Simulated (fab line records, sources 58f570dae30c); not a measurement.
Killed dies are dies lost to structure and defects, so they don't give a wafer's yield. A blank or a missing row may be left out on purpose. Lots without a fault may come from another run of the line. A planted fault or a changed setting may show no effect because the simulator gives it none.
A sampling plan put to the test | flow berkeley_cmos170 | one fab line, 16 faults that these records tell of, each judged on the records of the lots that it struck
The plan is the line's own looks: the steps of the route at which a gauge or an inspection reads the wafer and doesn't change it. A look can be judged if struck wafers have a number there and the file gives its usual mean and standard deviation on fault-free wafers. Caught: at a look after the fault's first step, the mean of the struck wafers lies 4 or more of those standard deviations (sigma) from the usual mean. On the tool: the same test on the tool's own readings at the fault's steps. Another recipe on the struck wafers, or a record that is blank for them alone, also counts as caught.

THE FAULTS, as the simulator had put them in
1. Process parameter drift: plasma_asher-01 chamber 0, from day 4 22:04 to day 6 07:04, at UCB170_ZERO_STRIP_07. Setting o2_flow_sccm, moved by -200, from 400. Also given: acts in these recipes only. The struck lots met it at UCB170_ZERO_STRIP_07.
2. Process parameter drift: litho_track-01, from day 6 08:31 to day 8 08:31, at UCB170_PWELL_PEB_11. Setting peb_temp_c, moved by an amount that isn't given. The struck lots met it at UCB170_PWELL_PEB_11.
3. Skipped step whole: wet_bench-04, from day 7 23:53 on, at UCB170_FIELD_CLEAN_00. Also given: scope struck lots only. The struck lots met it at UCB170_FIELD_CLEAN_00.
4. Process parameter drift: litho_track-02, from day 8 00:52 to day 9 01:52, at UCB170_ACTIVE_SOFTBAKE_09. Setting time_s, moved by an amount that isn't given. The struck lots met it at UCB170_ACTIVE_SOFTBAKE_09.
5. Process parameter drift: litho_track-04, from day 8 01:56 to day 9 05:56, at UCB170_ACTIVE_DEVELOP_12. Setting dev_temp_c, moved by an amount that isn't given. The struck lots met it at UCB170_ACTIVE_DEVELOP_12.
6. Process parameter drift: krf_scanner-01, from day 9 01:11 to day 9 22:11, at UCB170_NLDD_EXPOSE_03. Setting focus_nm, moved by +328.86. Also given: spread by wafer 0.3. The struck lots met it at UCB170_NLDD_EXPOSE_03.
7. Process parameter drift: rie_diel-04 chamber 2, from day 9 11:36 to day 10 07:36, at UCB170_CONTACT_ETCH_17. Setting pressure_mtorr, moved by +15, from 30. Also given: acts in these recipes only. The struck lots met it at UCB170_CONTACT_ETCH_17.
8. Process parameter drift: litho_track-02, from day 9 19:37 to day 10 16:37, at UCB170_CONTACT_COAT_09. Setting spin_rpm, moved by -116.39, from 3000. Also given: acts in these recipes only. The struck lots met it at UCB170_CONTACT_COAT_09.
9. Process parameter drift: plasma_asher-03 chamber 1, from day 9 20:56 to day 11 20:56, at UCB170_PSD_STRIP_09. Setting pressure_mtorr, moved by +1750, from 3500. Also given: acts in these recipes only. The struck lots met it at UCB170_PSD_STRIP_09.
10. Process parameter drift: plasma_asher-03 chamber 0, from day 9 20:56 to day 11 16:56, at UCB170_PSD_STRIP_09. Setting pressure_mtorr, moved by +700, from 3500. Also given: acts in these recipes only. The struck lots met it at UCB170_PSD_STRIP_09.
11. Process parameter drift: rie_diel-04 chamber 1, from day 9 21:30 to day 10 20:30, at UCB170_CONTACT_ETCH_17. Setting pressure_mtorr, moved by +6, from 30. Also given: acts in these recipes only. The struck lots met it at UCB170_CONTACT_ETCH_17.
12. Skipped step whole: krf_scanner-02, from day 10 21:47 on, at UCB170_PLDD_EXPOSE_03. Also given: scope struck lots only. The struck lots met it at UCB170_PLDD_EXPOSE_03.
13. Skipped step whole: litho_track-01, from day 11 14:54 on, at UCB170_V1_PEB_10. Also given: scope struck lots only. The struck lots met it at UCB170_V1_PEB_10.
14. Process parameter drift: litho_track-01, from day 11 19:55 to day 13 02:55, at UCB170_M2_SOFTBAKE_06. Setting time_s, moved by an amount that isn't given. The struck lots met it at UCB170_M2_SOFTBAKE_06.
15. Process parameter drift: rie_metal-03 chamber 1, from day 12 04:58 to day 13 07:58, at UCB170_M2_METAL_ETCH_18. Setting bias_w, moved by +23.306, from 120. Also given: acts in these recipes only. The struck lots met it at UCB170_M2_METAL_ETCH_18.
16. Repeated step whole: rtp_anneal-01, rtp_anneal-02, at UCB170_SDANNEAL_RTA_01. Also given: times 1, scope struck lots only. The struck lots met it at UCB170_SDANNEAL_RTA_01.

WHAT THE PLAN SAW
fault | on the tool itself                               | first look that catches it                      | reading, sigma | median hours from its first step to that look | hours from the fault's start to the first struck lot there | judged looks passed uncaught
1     | o2_flow_sccm -99 or beyond sigma                 | not the one look that can be judged after it    | -              | -                                             | -                                                          | 1
2     | heater_power_total_W +52 sigma                   | none of the 2 looks that can be judged after it | -              | -                                             | -                                                          | 2
3     | the tool's record is blank for the struck wafers | no look after it can be judged                  | -              | -                                             | -                                                          | 0
4     | heater_power_total_W +29 sigma                   | no look after it can be judged                  | -              | -                                             | -                                                          | 0
5     | developer_temp_C +22 sigma                       | none of the 3 looks that can be judged after it | -              | -                                             | -                                                          | 3
6     | exposure_dose_mJ_cm2 -7.3 sigma                  | not the one look that can be judged after it    | -              | -                                             | -                                                          | 1
7     | chamber_pressure_mTorr +99 or beyond sigma       | not the one look that can be judged after it    | -              | -                                             | -                                                          | 1
8     | spin_speed_rpm -58 sigma                         | no look after it can be judged                  | -              | -                                             | -                                                          | 0
9     | chamber_pressure_mTorr +99 or beyond sigma       | no look after it can be judged                  | -              | -                                             | -                                                          | 0
10    | chamber_pressure_mTorr +78 sigma                 | not the one look that can be judged after it    | -              | -                                             | -                                                          | 1
11    | chamber_pressure_mTorr +99 or beyond sigma       | no look after it can be judged                  | -              | -                                             | -                                                          | 0
12    | no reading that can be judged                    | none of the 2 looks that can be judged after it | -              | -                                             | -                                                          | 2
13    | the tool's record is blank for the struck wafers | no look after it can be judged                  | -              | -                                             | -                                                          | 0
14    | run_length_s +99 or beyond sigma                 | no look after it can be judged                  | -              | -                                             | -                                                          | 0
15    | bias_w +64 sigma                                 | no look after it can be judged                  | -              | -                                             | -                                                          | 0
16    | under 2 sigma                                    | no look after it can be judged                  | -              | -                                             | -                                                          | 0
A dash: the fault isn't caught, or these records don't give the number.

Caught at a look: 0 of 16. Caught on the tool: 14 of 16. By one or the other: 14 of 16.
Caught on the tool alone: faults 1, 2, 3, 4, 5, 6, 7, 8, 9, 10, 11, 13, 14, 15.
Caught by neither: faults 12, 16.
